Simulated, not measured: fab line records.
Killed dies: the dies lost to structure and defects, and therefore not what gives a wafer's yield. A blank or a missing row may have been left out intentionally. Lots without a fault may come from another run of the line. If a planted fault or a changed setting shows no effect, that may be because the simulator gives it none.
Which tool is to blame?    flow rit-cmos    6 lots, 18 wafers sampled, at 3 steps of a route of 202

== WHAT THE GAUGES SHOWED, per wafer ==
RIT_SPACER_THK_MEAS_04.
lot   measured     on             SPACER_NITRIDE_THK (nm)
L892  day 3 11:14  film-metro-03  252.3 252.5 253.9
L896  day 4 05:07  film-metro-02  248.4 250.0 249.1
L898  day 4 14:18  film-metro-03  250.3 251.6 251.7
L904  day 5 18:04  film-metro-02  252.2 253.1 250.6
L908  day 6 12:58  film-metro-03  252.4 251.0 252.5
L910  day 7 03:38  film-metro-02  238.2 236.6 237.1

== EACH LOT AND THE TOOL THAT RAN IT (in order: tool; ch and the chambers of the sampled wafers; start) ==
lot   RIT_NRETRO_STRIP_09                  RIT_SPACER_CVD_03
L892  plasma-asher-02 ch 0,1, day 2 16:19  lpcvd-01 ch 0, day 3 09:19
L896  plasma-asher-01 ch 0,1, day 3 10:49  lpcvd-01 ch 1, day 4 03:11
L898  plasma-asher-04 ch 0,1, day 3 18:10  lpcvd-02 ch 1, day 4 12:23
L904  plasma-asher-04 ch 0,1, day 5 00:44  lpcvd-02 ch 0, day 5 16:09
L908  plasma-asher-04 ch 0,1, day 5 20:12  lpcvd-02 ch 0, day 6 11:04
L910  plasma-asher-01 ch 0,1, day 6 07:55  lpcvd-02 ch 0, day 7 01:43
- RIT_NRETRO_STRIP_09: strips in O2, time 180 s.
- RIT_SPACER_CVD_03: deposits Si3N4 from SiH2Cl2/NH3, target thk 250 nm, time 3300 s.

== THE ANSWER, worked out from the rows above alone ==
Rule: what is usual is taken from the lots themselves. The widest of any qualifying gaps counts: lots, ordered by their means at a reading, are off when they make up no more than a third of the lots, leave a main group of 4 or more, and stand apart from it by 3 or more times the standard deviation of that group's means. A main group is skipped when, at the precision printed for the reading in the tables above, its means are all equal. A lot without any number at a reading at which 4 lots or more have one is off too. All remaining lots with rows at the step are treated as sound.
Off: at RIT_SPACER_THK_MEAS_04 (SPACER_NITRIDE_THK), L910. The main group: mean 251.4 nm, standard deviation 1.3.
If a tool, at a process step before that reading, ran all the lots that are off and no sound lot after the first of them, it fits. Those tools and the gauges at RIT_SPACER_THK_MEAS_04 are tried in the same way. Can't be told from this: 3 tools fit, plasma-asher-01 at RIT_NRETRO_STRIP_09, lpcvd-02 at RIT_SPACER_CVD_03, film-metro-02 at RIT_SPACER_THK_MEAS_04.

== WHAT THE SIMULATOR PUT IN ==
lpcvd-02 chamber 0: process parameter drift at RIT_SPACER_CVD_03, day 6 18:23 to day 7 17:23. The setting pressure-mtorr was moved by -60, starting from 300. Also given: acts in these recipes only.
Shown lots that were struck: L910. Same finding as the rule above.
